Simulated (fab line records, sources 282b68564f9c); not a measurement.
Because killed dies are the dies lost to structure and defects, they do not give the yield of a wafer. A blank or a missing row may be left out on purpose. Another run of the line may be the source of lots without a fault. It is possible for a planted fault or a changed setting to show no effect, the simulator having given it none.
fab line records	flow rit-cmos
[record] lots = 14	wafers = 42	last-day = 8
route steps=202 shown NWELL@36 GATE@92 PSD@148 CONTACT@180 M1@202
lots untouched by any fault: they come from a run of this same line in which no faults occurred
start-h: start of the lot's first displayed wafer, in hours after the record's first day	wait-h: time in hours since the lot's previous step	" same as the row above	L1.1+2: one row covering several wafers at once	- no value, or no start given	* or withheld: withheld	< > ~ a bound
route shown NAME@n: names a module that has steps shown in the file, with the first one's number in the route	usual: mean/standard deviation taken from wafers without a fault	same: alike in all rows	chamber/n: place in a boat	sites: per-site readings	_std_site: the standard deviation of these	_edge_site: inner sites' mean taken away from outer sites' mean	radius-mm: how far each site lies from the wafer's centre	mask NAME#n: copy n	behind: the last tool/chamber to shape the wafer	hold: the reason the lot was held/the length of the hold in hours/how it ended	device: the n, p or np transistor that did not switch	end of line: tests run on the same wafers once the route is complete	a step without rows: its recipe alone	killed: count of dies lost to structure and defects at first sort (not the wafer's yield)	map: a wafer's dies, x killed, . not, _ none there
set.NAME: setting as actually run; set.NAME@STEP: the setting as run at that earlier step	model.NAME: the simulator's own value behind a step, which no gauge read
steps of the route over a sample of lots; a table a step, a row a wafer
services: when a tool's chamber went out of use (start-h, in hours from the record's first day, below 0 if earlier), for how many hours, and the reason
[[steps]]
[step RIT_NWELL_IMPLANT_08]
[recipe] species = P	energy-kev = 170	dose-cm2 = 5e+13	tilt-deg = 7
[usual] dose-ions-cm2 = 5.001e+13/5.6e+10
lot.wafer	tool	chamber	start-h	wait-h	dose-ions-cm2
L375.2	implanter-01	0	27.15	0.2	4.99e+13
L375.3	"	0	"	"	5.005e+13
L375.5	"	0	"	"	5.001e+13
L376.2	implanter-01	0	31.69	0.2	4.996e+13
L376.4	"	0	"	"	4.992e+13
L376.5	"	0	"	"	5.001e+13
L378.1	implanter-03	0	43.35	0.2	4.999e+13
L378.4	"	0	"	"	4.998e+13
L378.5	"	0	"	"	4.995e+13
L379.1	implanter-02	0	47.26	0.2	5e+13
L379.3	"	0	"	"	4.997e+13
L379.6	"	0	"	"	4.996e+13
L380.3	implanter-01	0	56.81	0.2	5.001e+13
L380.4	"	0	"	"	4.996e+13
L380.5	"	0	"	"	5.003e+13
L381.1	implanter-02	0	59.40	0.2	5.001e+13
L381.2	"	0	"	"	5.008e+13
L381.6	"	0	"	"	5.003e+13
L382.2	implanter-03	0	62.74	0.2	5e+13
L382.4	"	0	"	"	4.993e+13
L382.6	"	0	"	"	5.003e+13
L383.1	implanter-02	0	71.29	0.2	4.803e+13
L383.3	"	0	"	"	4.803e+13
L383.4	"	0	"	"	4.808e+13
L384.3	implanter-02	0	73.88	0.2	4.808e+13
L384.4	"	0	"	"	4.803e+13
L384.6	"	0	"	"	4.811e+13
L385.2	implanter-03	0	76.86	0.2	5.007e+13
L385.4	"	0	"	"	5.002e+13
L385.6	"	0	"	"	4.997e+13
L389.1	implanter-01	0	99.46	0.2	4.992e+13
L389.2	"	0	"	"	5e+13
L389.3	"	0	"	"	4.994e+13
L392.2	implanter-03	0	117.22	0.2	5.01e+13
L392.3	"	0	"	"	5.007e+13
L392.6	"	0	"	"	5.003e+13
L394.1	implanter-01	0	128.72	0.2	5.001e+13
L394.4	"	0	"	"	4.99e+13
L394.6	"	0	"	"	5.006e+13
L396.2	implanter-02	0	139.26	0.2	5.003e+13
L396.3	"	0	"	"	5.007e+13
L396.6	"	0	"	"	5.013e+13
[step RIT_WELLDRIVE_RS_MEAS_01]
[recipe] thk-meas-gauge = four-point-probe
[usual] NWELL_RS = 275.6/0.68
lot.wafer	tool	chamber	start-h	wait-h	NWELL_RS[ohm/sq]
L375.2	film-metro-02	-	34.66	0.0	275.6
L375.3	"	-	"	"	275.8
L375.5	"	-	"	"	275.9
L376.2	film-metro-02	-	39.74	0.0	275.0
L376.4	"	-	"	"	274.6
L376.5	"	-	"	"	274.8
L378.1	film-metro-01	-	52.14	0.0	274.7
L378.4	"	-	"	"	275.4
L378.5	"	-	"	"	275.4
L379.1	film-metro-01	-	56.24	0.0	274.5
L379.3	"	-	"	"	275.1
L379.6	"	-	"	"	275.0
L380.3	film-metro-01	-	63.82	0.0	274.4
L380.4	"	-	"	"	274.7
L380.5	"	-	"	"	275.0
L381.1	film-metro-03	-	67.75	0.0	277.5
L381.2	"	-	"	"	277.3
L381.6	"	-	"	"	277.7
L382.2	film-metro-03	-	70.19	0.0	276.7
L382.4	"	-	"	"	275.7
L382.6	"	-	"	"	276.2
L383.1	film-metro-01	-	78.48	0.0	282.6
L383.3	"	-	"	"	282.2
L383.4	"	-	"	"	282.7
L384.3	film-metro-02	-	82.18	0.0	282.4
L384.4	"	-	"	"	282.8
L384.6	"	-	"	"	282.0
L385.2	film-metro-02	-	84.56	0.0	274.7
L385.4	"	-	"	"	274.6
L385.6	"	-	"	"	273.6
L389.1	film-metro-02	-	106.48	0.0	275.1
L389.2	"	-	"	"	274.8
L389.3	"	-	"	"	275.7
L392.2	film-metro-01	-	125.95	0.0	275.5
L392.3	"	-	"	"	274.9
L392.6	"	-	"	"	275.4
L394.1	film-metro-02	-	139.73	0.0	275.9
L394.4	"	-	"	"	275.8
L394.6	"	-	"	"	275.3
L396.2	film-metro-02	-	151.23	0.0	276.0
L396.3	"	-	"	"	276.2
L396.6	"	-	"	"	275.8
[step RIT_GATE_CD_MEAS_16]
[recipe] target-cd-nm = 150
[usual] cd-nm = 150.1/2.4
lot.wafer	tool	chamber	start-h	wait-h	cd-nm
L375.2	cd-sem-01	-	44.72	-	148.5
L375.3	"	-	"	"	148.7
L375.5	"	-	"	"	150.7
L376.2	cd-sem-02	-	47.60	-	150.4
L376.4	"	-	"	"	154.1
L376.5	"	-	"	"	152.5
L378.1	cd-sem-02	-	62.03	-	149.7
L378.4	"	-	"	"	148.8
L378.5	"	-	"	"	148.8
L379.1	cd-sem-02	-	65.25	-	148.2
L379.3	"	-	"	"	149.0
L379.6	"	-	"	"	148.8
L380.3	cd-sem-02	-	74.36	-	144.4
L380.4	"	-	"	"	148.2
L380.5	"	-	"	"	146.8
L381.1	cd-sem-01	-	76.11	-	150.4
L381.2	"	-	"	"	151.9
L381.6	"	-	"	"	150.9
L382.2	cd-sem-01	-	78.27	-	150.9
L382.4	"	-	"	"	151.2
L382.6	"	-	"	"	152.0
L383.1	cd-sem-01	-	88.99	-	148.7
L383.3	"	-	"	"	148.6
L383.4	"	-	"	"	149.1
L384.3	cd-sem-01	-	91.50	-	150.9
L384.4	"	-	"	"	150.9
L384.6	"	-	"	"	149.0
L385.2	cd-sem-01	-	92.76	-	150.7
L385.4	"	-	"	"	150.1
L385.6	"	-	"	"	150.5
L389.1	cd-sem-01	-	120.25	-	151.5
L389.2	"	-	"	"	152.5
L389.3	"	-	"	"	148.7
L392.2	cd-sem-01	-	141.23	-	152.8
L392.3	"	-	"	"	153.4
L392.6	"	-	"	"	154.9
L394.1	cd-sem-02	-	158.95	-	149.2
L394.4	"	-	"	"	149.9
L394.6	"	-	"	"	150.6
L396.2	cd-sem-02	-	164.15	-	150.1
L396.3	"	-	"	"	153.3
L396.6	"	-	"	"	152.6
[step RIT_PSD_OVL_MEAS_06]
[usual] PSD_OVL = 0.3/1.6
lot.wafer	tool	chamber	start-h	wait-h	PSD_OVL[nm]
L375.2	overlay-01	-	60.08	-	3.6
L375.3	"	-	"	"	3.2
L375.5	"	-	"	"	2.8
L376.2	overlay-02	-	61.87	-	0.9
L376.4	"	-	"	"	2.6
L376.5	"	-	"	"	2.7
L378.1	overlay-01	-	74.22	-	-0.3
L378.4	"	-	"	"	1.3
L378.5	"	-	"	"	0.1
L379.1	overlay-02	-	79.53	-	-0.2
L379.3	"	-	"	"	0.5
L379.6	"	-	"	"	-0.8
L380.3	overlay-02	-	86.23	-	0.4
L380.4	"	-	"	"	1.0
L380.5	"	-	"	"	-0.3
L381.1	overlay-01	-	89.27	-	-1.5
L381.2	"	-	"	"	0.9
L381.6	"	-	"	"	1.2
L382.2	overlay-01	-	91.41	-	-2.8
L382.4	"	-	"	"	-1.9
L382.6	"	-	"	"	-1.7
L383.1	overlay-02	-	100.91	-	1.1
L383.3	"	-	"	"	2.3
L383.4	"	-	"	"	0.8
L384.3	overlay-01	-	104.80	-	-0.2
L384.4	"	-	"	"	0.1
L384.6	"	-	"	"	0.4
L385.2	overlay-01	-	105.23	-	-0.7
L385.4	"	-	"	"	-0.5
L385.6	"	-	"	"	-1.2
L389.1	overlay-02	-	136.76	-	0.5
L389.2	"	-	"	"	2.6
L389.3	"	-	"	"	2.9
L392.2	overlay-01	-	157.99	-	-0.4
L392.3	"	-	"	"	1.4
L392.6	"	-	"	"	0.6
L394.1	overlay-02	-	172.22	-	0.8
L394.4	"	-	"	"	0.9
L394.6	"	-	"	"	2.1
L396.2	overlay-02	-	180.48	-	0.6
L396.3	"	-	"	"	-0.2
L396.6	"	-	"	"	0.1
[step RIT_CONTACT_STRIP_12]
[recipe] chemistry = O2	time-s = 180	resist = NOVOLAK	platen-temp-c = withheld	power-w = 500	pressure-mtorr = 4000	o2-flow-sccm = 4000
[usual] drypump-motor-current-A = 5.86/0.2
lot.wafer	tool	chamber	start-h	wait-h	drypump-motor-current-A	rf-hours-counter-h
L375.2	plasma-asher-04	0	63.77	0.1	5.78	43
L375.3	"	1	"	"	5.90	-
L375.5	"	0	"	"	5.79	-
L376.2	plasma-asher-02	0	65.48	0.1	5.85	40
L376.4	"	0	"	"	5.84	-
L376.5	"	1	"	"	5.65	-
L378.1	plasma-asher-02	1	77.95	0.1	5.61	42
L378.4	"	1	"	"	5.63	-
L378.5	"	1	"	"	5.63	-
L379.1	plasma-asher-02	0	83.23	0.1	5.81	42
L379.3	"	0	"	"	5.81	-
L379.6	"	1	"	"	5.61	-
L380.3	plasma-asher-03	0	89.85	0.2	6.40	-
L380.4	"	1	"	"	5.95	-
L380.5	"	1	"	"	5.93	-
L381.1	plasma-asher-04	1	92.84	0.1	5.89	46
L381.2	"	0	"	"	5.79	46
L381.6	"	1	"	"	5.91	-
L382.2	plasma-asher-03	1	94.97	0.1	5.90	33
L382.4	"	1	"	"	5.91	-
L382.6	"	0	"	"	6.35	-
L383.1	plasma-asher-03	0	104.52	0.1	6.38	34
L383.3	"	1	"	"	5.92	-
L383.4	"	0	"	"	6.38	-
L384.3	plasma-asher-04	1	108.45	0.2	5.89	-
L384.4	"	0	"	"	5.80	-
L384.6	"	1	"	"	5.89	-
L385.2	plasma-asher-02	0	108.94	0.1	5.80	44
L385.4	"	1	"	"	5.65	-
L385.6	"	0	"	"	5.81	-
L389.1	plasma-asher-03	1	140.49	0.1	5.92	37
L389.2	"	0	"	"	6.39	37
L389.3	"	0	"	"	6.36	-
L392.2	plasma-asher-02	0	161.68	0.1	5.84	48
L392.3	"	1	"	"	5.63	-
L392.6	"	1	"	"	5.58	-
L394.1	plasma-asher-04	0	175.86	0.1	5.79	5
L394.4	"	1	"	"	5.89	-
L394.6	"	1	"	"	5.91	-
L396.2	plasma-asher-04	0	184.08	0.1	5.78	6
L396.3	"	0	"	"	5.78	-
L396.6	"	1	"	"	5.88	-
[step RIT_M1_PROBE_99]
[usual] killed-at-contacts = 0.0/0.22	killed-at-front-end = 6.6/2.7	killed-dies = 6.7/2.7	killed-on-rim = 1.7/1.4	killed-open = 3.4/2	killed-short = 3.2/1.8
[same] gross-dies = 264	killed_at_M0_to_M3 = 0	killed_at_M4_up = 0	killed-at-back-side = 0	killed-at-other = 0
lot.wafer	tool	chamber	start-h	wait-h	killed-at-contacts	killed-at-front-end	killed-dies	killed-on-rim	killed-open	killed-short
L378.1	prober-02	-	82.65	0.1	0	12	12	2	5	7
L378.4	prober-02	-	82.80	0.2	0	4	4	1	4	0
L378.5	prober-02	-	82.85	0.2	0	6	6	1	3	3
L381.1	prober-01	-	97.80	0.1	0	10	10	1	7	3
L381.2	prober-01	-	97.85	0.1	0	8	8	3	3	5
L381.6	prober-01	-	98.05	0.2	0	7	7	0	2	5
L382.2	prober-02	-	99.71	0.1	0	7	7	2	5	2
L382.4	prober-02	-	99.81	0.2	0	2	2	1	0	2
L382.6	prober-02	-	99.91	0.2	0	7	7	3	4	3
L383.1	prober-01	-	109.26	0.1	0	4	4	0	1	3
L383.3	prober-01	-	109.36	0.2	0	9	9	5	5	4
L383.4	prober-01	-	109.41	0.2	0	9	9	5	4	5
L384.3	prober-02	-	113.31	0.2	0	13	13	2	8	5
L384.4	prober-02	-	113.36	0.2	0	4	4	0	1	3
L384.6	prober-02	-	113.46	0.2	1	5	6	2	2	2
L385.2	prober-01	-	114.76	0.1	0	5	5	0	3	2
L385.4	prober-01	-	114.86	0.2	0	11	11	3	5	6
L385.6	prober-01	-	114.96	0.2	0	10	10	1	5	5
// killed by level:class
L378.1 GATE:geometric-particle:open=3 REOX:geometric-particle:short=3 FOX1:geometric-particle:short=2 FOX2:geometric-particle:open=2 FOX2:geometric-particle:short=1 SPACER:geometric-particle:short=1
L378.4 GATE:geometric-particle:open=3 FOX1:geometric-particle:open=1
L378.5 FOX1:geometric-particle:short=2 SILICIDE:geometric-particle:open=2 FOX2:geometric-particle:short=1 GATE:geometric-particle:open=1
L381.1 FOX1:geometric-particle:open=4 GATE:geometric-particle:open=3 GATE:geometric-particle:short=2 FOX1:geometric-particle:short=1
L381.2 GATE:geometric-particle:short=3 SILICIDE:geometric-particle:open=2 REOX:geometric-particle:open=1 REOX:geometric-particle:short=1 SILICIDE:geometric-particle:short=1
L381.6 GATE:geometric-particle:short=3 FOX1:geometric-particle:open=1 FOX1:geometric-particle:short=1 GATE:geometric-particle:open=1 REOX:geometric-particle:short=1
L382.2 GATE:geometric-particle:open=4 SPACER:geometric-particle:open=1 SPACER:geometric-particle:short=1 SILICIDE:geometric-particle:short=1
L382.4 FOX1:geometric-particle:short=1 SILICIDE:geometric-particle:short=1
L382.6 FOX2:geometric-particle:open=3 SILICIDE:geometric-particle:short=2 FOX1:geometric-particle:short=1 SILICIDE:geometric-particle:open=1
L383.1 GATE:geometric-particle:short=2 GATE:geometric-particle:open=1 REOX:geometric-particle:short=1
L383.3 GATE:geometric-particle:open=3 SPACER:geometric-particle:short=3 FOX1:geometric-particle:short=1 FOX2:geometric-particle:open=1 SPACER:geometric-particle:open=1
L383.4 GATE:geometric-particle:open=3 GATE:geometric-particle:short=3 SPACER:geometric-particle:short=2 REOX:geometric-particle:open=1
L384.3 FOX1:geometric-particle:open=4 GATE:geometric-particle:short=4 GATE:geometric-particle:open=3 SPACER:geometric-particle:open=1 SPACER:geometric-particle:short=1
L384.4 FOX1:geometric-particle:short=1 FOX1:geometric-particle:open=1 REOX:geometric-particle:short=1 SPACER:geometric-particle:short=1
L384.6 GATE:geometric-particle:short=2 NSD:coat-microbubble-printed=2 REOX:geometric-particle:open=1 CONTACT:geometric-particle:open=1
L385.2 GATE:geometric-particle:open=2 GATE:geometric-particle:short=1 SPACER:geometric-particle:short=1 SILICIDE:geometric-particle:open=1
L385.4 GATE:geometric-particle:short=2 GATE:geometric-particle:open=2 SPACER:geometric-particle:short=2 SILICIDE:geometric-particle:short=2 SILICIDE:geometric-particle:open=2 SPACER:geometric-particle:open=1
L385.6 GATE:geometric-particle:open=4 GATE:geometric-particle:short=2 SILICIDE:geometric-particle:short=2 FOX1:geometric-particle:short=1 REOX:geometric-particle:open=1
[[services]]
tool	chamber	start-h	hours	kind
plasma-asher-04	-	7.50	5.9	repair
implanter-03	-	15.53	19.5	pm
plasma-asher-02	-	30.61	0.4	repair
implanter-01	-	70.07	1.7	repair
plasma-asher-02	-	83.87	14.6	pm
implanter-03	-	108.03	3.6	pm
plasma-asher-04	-	108.75	9.0	pm
plasma-asher-04	0	108.75	9.0	vent-cycle
plasma-asher-04	1	108.75	9.0	vent-cycle
plasma-asher-04	0	117.75	-	clean
plasma-asher-04	1	117.75	-	clean
plasma-asher-04	-	146.74	1.6	repair
plasma-asher-02	-	171.97	1.6	repair
implanter-02	-	177.92	5.7	pm
[[key]]
[first-sign] step = RIT_NWELL_IMPLANT_08	reading = dose-ions-cm2	direction = down	sigmas = 35	usual = 5.001e+13	struck = 4.806e+13
[effect] step = RIT_WELLDRIVE_RS_MEAS_01	reading = NWELL_RS	direction = up	sigmas = 10	usual = 275.6	struck = 282.5
met-at RIT_NWELL_IMPLANT_08
struck-lots L383,L384
tester-left-out L383,L384
not-acting-at RIT_GATE_CD_MEAS_16,RIT_PSD_OVL_MEAS_06,RIT_CONTACT_STRIP_12
onset-between 59.40 71.29
[fault] kind = process-parameter-drift	tool = implanter-02	chamber = -	onset-h = 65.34	steps = RIT_NWELL_IMPLANT_08	channel = dose-cm2	offset = -2e+12	shape = step	end-h = 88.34	acts-in = these-recipes-only	stated = 5e+13
// tester-left-out: of these lots the tester's yield and bins aren't shown, on N5 and GAA mostly nor the transistor test; their killed dies are dies lost to structure and defects alone, not to doping, threshold or leakage, so they don't give the yield
